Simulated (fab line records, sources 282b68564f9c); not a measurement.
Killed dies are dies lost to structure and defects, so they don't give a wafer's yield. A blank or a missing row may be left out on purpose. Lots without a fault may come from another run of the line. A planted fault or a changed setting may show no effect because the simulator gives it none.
Which tool did it? | flow rit_cmos | 12 lots, 36 wafers sampled, at 2 steps of a route of 202

WHAT THE GAUGES READ, wafer by wafer
The record holds no reading of a measuring or inspecting step that can be judged against a usual standard deviation.

WHICH TOOL RAN EACH LOT (tool, then ch and the chambers of the sampled wafers, then the start)
lot  | RIT_SILICIDE_SPUTTER_01     | RIT_M1_PROBE_99
L847 | pvd_sputter-04, day 3 02:33 | -
L848 | pvd_sputter-01, day 3 05:56 | -
L849 | pvd_sputter-04, day 3 13:09 | -
L850 | pvd_sputter-04, day 3 16:29 | -
L851 | pvd_sputter-03, day 3 22:05 | -
L852 | pvd_sputter-04, day 4 02:39 | -
L857 | pvd_sputter-04, day 5 06:00 | prober-01, day 5 13:41
L863 | pvd_sputter-01, day 6 21:19 | -
L864 | pvd_sputter-03, day 6 21:49 | -
L866 | pvd_sputter-01, day 7 10:06 | -
L868 | pvd_sputter-01, day 7 17:23 | -
L870 | pvd_sputter-03, day 7 22:29 | -
- RIT_SILICIDE_SPUTTER_01: material Ti, target thk 30 nm, time 240 s.
- RIT_M1_PROBE_99

WHAT THE TOOLS THEMSELVES READ (means of the sampled wafers that have a number; where no wafer has one, the mark that the record gives instead)
RIT_SILICIDE_SPUTTER_01. Usual: throttle_valve_pct 30.0 %, standard deviation 1.
lot  | tool           | throttle_valve_pct (%) | flag
L847 | pvd_sputter-04 | 29.6                   |
L848 | pvd_sputter-01 | 30.7                   |
L849 | pvd_sputter-04 | 30.6                   |
L850 | pvd_sputter-04 | 29.3                   |
L851 | pvd_sputter-03 | 29.8                   |
L852 | pvd_sputter-04 | 30.3                   |
L857 | pvd_sputter-04 | 29.9                   |
L863 | pvd_sputter-01 | 30.0                   |
L864 | pvd_sputter-03 | 29.8                   |
L866 | pvd_sputter-01 | 30.6                   |
L868 | pvd_sputter-01 | 30.6                   |
L870 | pvd_sputter-03 | 30.0                   |

RIT_M1_PROBE_99. Usual: killed_at_M0_to_M3 0.0, standard deviation 0.12; killed_at_contacts 0.1, standard deviation 0.24; killed_at_front_end 6.6, standard deviation 2.7; killed_dies 6.6, standard deviation 2.7; killed_open 3.3, standard deviation 1.8; killed_short 3.4, standard deviation 1.9.
lot  | tool      | killed_at_M0_to_M3 | killed_at_contacts | killed_at_front_end | killed_dies | killed_open | killed_short | flag
L857 | prober-01 | 0.0                | 0.0                | 9.0                 | 9.0         | 3.3         | 2.3          |

THE ANSWER, worked out from the rows above alone
Rule: a lot is off if the mean of its wafers that have a number lies more than 3 standard deviations from the usual mean. A lot without any number at a reading at which 4 lots or more have one is off too. The other lots that the step has rows for count as sound. The gauges are gone through in route order, then the tools' own readings, and for those a lot's mean is taken as printed above. The first step at which some lot is off is used, and at that step the reading that is off furthest; a lot without a number counts as furthest.
No lot is off at any reading shown: from this, nothing can be told.

WHAT THE SIMULATOR HAD PUT IN
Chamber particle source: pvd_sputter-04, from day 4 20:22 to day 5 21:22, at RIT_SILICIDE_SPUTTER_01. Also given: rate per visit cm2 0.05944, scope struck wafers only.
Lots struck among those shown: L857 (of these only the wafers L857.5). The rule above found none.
